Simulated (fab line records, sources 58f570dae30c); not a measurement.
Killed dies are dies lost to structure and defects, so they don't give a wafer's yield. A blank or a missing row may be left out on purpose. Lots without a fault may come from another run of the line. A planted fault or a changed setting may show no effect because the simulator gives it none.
Problem report in the 8D (eight disciplines) form, filled by code | flow berkeley_cmos170 | the parts of the form that need people (team, actions taken, sign-off) are left out

1. THE PROBLEM
cd_nm at UCB170_V2_CD_MEAS_12 reads a mean of 689.5 nm on 6 wafers of 2 lots; wafers without a fault read 699.9 nm with a standard deviation of 1.5. That is -6.9 standard deviations from the usual mean.
The step: target cd 700 nm.
First seen on wafer L538.1, day 11 22:19, on cd_sem-01. The record holds 42 wafers of 14 lots with a number at this step. Rule for "out", or "out of limits": more than 4 standard deviations from the usual mean. The other wafers with a number count as sound.

2. WHAT IT IS AND WHAT IT IS NOT
question                    | is                     | is not
which readings at this step | cd_nm                  | -
which lots                  | L538, L539             | L518, L519, L520, L521, L523, L524, L526, L527, L530, L532, L540, L541
which wafers of those lots  | all that have a number | -
read on which gauges        | cd_sem-01, cd_sem-02   | -
when                        | from day 11 22:19      | up to then (30 sound wafers); but 6 sound wafers of L540, L541 came after

3. SUSPECTS, AND WHAT RULES EACH OUT
Counting: a tool at a process step up to the reading stays a suspect if it ran every lot that is out and no sound lot after the first of them.
- the gauge at UCB170_V2_CD_MEAS_12: ruled out. The wafers that are out were read on 2 gauges (cd_sem-01, cd_sem-02).
- rie_diel-03 at UCB170_M2_ETCH_17 (etches BARC in N2/H2): kept. It ran every lot that is out, first L538 (day 11 19:24), and no sound lot after that; its last sound lot up to then is L526 (day 9 09:42).
- litho_track-03 at UCB170_V2_SOFTBAKE_08 (time 60 s): kept. It ran every lot that is out, first L538 (day 11 21:31), and no sound lot after that; its last sound lot up to then is L532 (day 11 11:48). Its own readings are out on those wafers: heater_power_total_W, plate_temp_C.
Left after counting: rie_diel-03 at UCB170_M2_ETCH_17, litho_track-03 at UCB170_V2_SOFTBAKE_08.

4. THE CAUSE (what the simulator had put in)
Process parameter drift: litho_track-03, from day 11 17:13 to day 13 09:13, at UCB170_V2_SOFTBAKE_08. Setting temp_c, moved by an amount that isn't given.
Counting left 2 suspects, and this tool is among them.

5. THE CHAIN OF EFFECTS, in route order
Each row: a reading whose mean over the struck wafers that have a number lies more than 3 standard deviations from the usual. Only readings for which the record gives a usual standard deviation are gone through. hours: the time from each lot's start at the first step in this table that gives one to its start at this step, as a median over the lots. sigmas: the change in usual standard deviations.
hours | step                  | reading              | usual    | on struck wafers | change | sigmas
0     | UCB170_V2_SOFTBAKE_08 | heater_power_total_W | 56.81 W  | 54.12            | -2.69  | -60
0     | UCB170_V2_SOFTBAKE_08 | plate_temp_C         | 129.98 C | 125.21           | -4.77  | -37
1     | UCB170_V2_CD_MEAS_12  | cd_nm                | 699.9 nm | 689.5            | -10.4  | -6.9
The process steps in it:
- UCB170_V2_SOFTBAKE_08: time 60 s.
Later measuring or inspecting steps at which every struck wafer that the step has a row for has a number for every such reading, and none has moved that far: UCB170_M3_CD_MEAS_15.

6. WHAT WOULD HAVE CAUGHT IT SOONER
In this record the first reading out of limits at a measuring or inspecting step was taken at day 11 22:19, 5 hours after the fault began at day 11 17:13.
The tool's own readings at UCB170_V2_SOFTBAKE_08 were out on every struck wafer that the step has a row for (heater_power_total_W, plate_temp_C): an alarm limit on them would have fired on the first of those.
Of the lots that are out (2), L539 began UCB170_V2_SOFTBAKE_08 on litho_track-03 after day 11 22:19. A hold on the tool at that time would have spared it.
